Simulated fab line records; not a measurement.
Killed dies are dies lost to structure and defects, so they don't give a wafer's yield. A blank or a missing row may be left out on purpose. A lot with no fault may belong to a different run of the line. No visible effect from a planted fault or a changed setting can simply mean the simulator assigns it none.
Which tool is to blame? -- flow rit cmos -- 14 lots with 42 wafers sampled at 2 steps, on a route of 202 steps

WHAT THE GAUGES READ, wafer by wafer
RIT_PRETRO_TW_MEAS_10. Usual: PRETRO_TW gives 470 (standard deviation 4.1).
lot,measured,on,PRETRO_TW,flag
L361,day 2 12:58,film metro-02,471 471 474,
L364,day 3 04:14,film metro-04,470 472 467,
L366,day 3 15:11,film metro-04,471 470 472,
L367,day 3 19:49,film metro-04,472 473 471,
L368,day 4 00:08,film metro-02,473 471 474,
L370,day 4 12:07,film metro-04,469 466 466,
L371,day 4 17:18,film metro-04,465 466 468,
L372,day 5 00:20,film metro-04,467 465 464,
L374,day 5 06:36,film metro-03,550 555 551,OFF
L375,day 5 12:08,film metro-04,540 537 539,OFF
L380,day 6 11:44,film metro-02,474 475 474,
L381,day 6 16:17,film metro-03,477 478 477,
L382,day 6 22:16,film metro-02,471 474 471,
L383,day 7 02:37,film metro-03,471 473 472,

EACH LOT AND THE TOOL THAT RAN IT (in order: tool; ch and the chambers of the sampled wafers; start)
lot,RIT_PRETRO_IMPLANT_08
L361,"implanter-04 ch 0, day 2 12:38"
L364,"implanter-03 ch 0, day 3 03:55"
L366,"implanter-04 ch 0, day 3 14:52"
L367,"implanter-01 ch 0, day 3 19:30"
L368,"implanter-04 ch 0, day 3 23:52"
L370,"implanter-03 ch 0, day 4 11:48"
L371,"implanter-01 ch 0, day 4 16:58"
L372,"implanter-03 ch 0, day 5 00:01"
L374,"implanter-03 ch 0, day 5 06:17"
L375,"implanter-03 ch 0, day 5 11:48"
L380,"implanter-01 ch 0, day 6 11:25"
L381,"implanter-04 ch 0, day 6 15:59"
L382,"implanter-04 ch 0, day 6 21:58"
L383,"implanter-04 ch 0, day 7 02:17"
- RIT_PRETRO_IMPLANT_08

WHAT THE TOOLS THEMSELVES READ (means of the sampled wafers that have a number; where no wafer has one, the mark that the record gives instead)
RIT_PRETRO_IMPLANT_08. Usual: dose ions cm2 1.2e+13, standard deviation 1.2e+10; faraday current uA 38.0, standard deviation 0.72.
lot,tool,dose ions cm2,faraday current uA,flag
L361,implanter-04,1.2e+13,38.5,
L364,implanter-03,1.2e+13,37.9,
L366,implanter-04,1.2e+13,37.8,
L367,implanter-01,1.2e+13,38.1,
L368,implanter-04,1.2e+13,37.3,
L370,implanter-03,1.2e+13,38.4,
L371,implanter-01,1.2e+13,37.4,
L372,implanter-03,1.2e+13,38.3,
L374,implanter-03,1.9e+13,60.9,OFF
L375,implanter-03,1.9e+13,60.0,OFF
L380,implanter-01,1.2e+13,38.1,
L381,implanter-04,1.2e+13,37.7,
L382,implanter-04,1.2e+13,38.4,
L383,implanter-04,1.2e+13,38.2,

THE ANSWER, worked out from the rows above alone
Rule: lot off if the mean of its wafers having a number is beyond 3 standard deviations from the usual mean. A lot without any number at a reading at which 4 lots or more have one is off too. The other lots that the step has rows for count as sound. After the gauges, taken in route order, come the tools' own readings; for these a lot's mean is taken, as printed above. The first step at which some lot is off is used, and at that step the reading that is off furthest; a lot without a number counts as furthest.
Off: L374, L375, seen at RIT_PRETRO_TW_MEAS_10 (PRETRO_TW).
If a tool, at a process step before that reading, ran all the lots that are off and no sound lot after the first of them, it fits. Not tried: the gauges at RIT_PRETRO_TW_MEAS_10; whatever is off there is also off at RIT_PRETRO_IMPLANT_08, on other tools, and gauge error can't account for it. One fits: RIT_PRETRO_IMPLANT_08 on implanter-03. Its last sound lot is L372 (day 5 00:01), its first lot that is off L374 (day 5 06:17): a fault that began between those two fits.
The tool's own readings at RIT_PRETRO_IMPLANT_08 bear it out: on the lots that are off they differ by more than 5 times the standard deviation of the sound lots' means. dose ions cm2 reads 1.9e+13 there against 1.2e+13 on the sound lots; faraday current uA reads 60.5 there against 38.0 on the sound lots.

WHAT THE SIMULATOR HAD INSERTED
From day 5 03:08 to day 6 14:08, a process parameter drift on implanter-03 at RIT_PRETRO_IMPLANT_08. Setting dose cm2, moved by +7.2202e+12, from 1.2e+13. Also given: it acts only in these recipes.
Lots struck among those shown: L374, L375. The rule above reached the same finding.
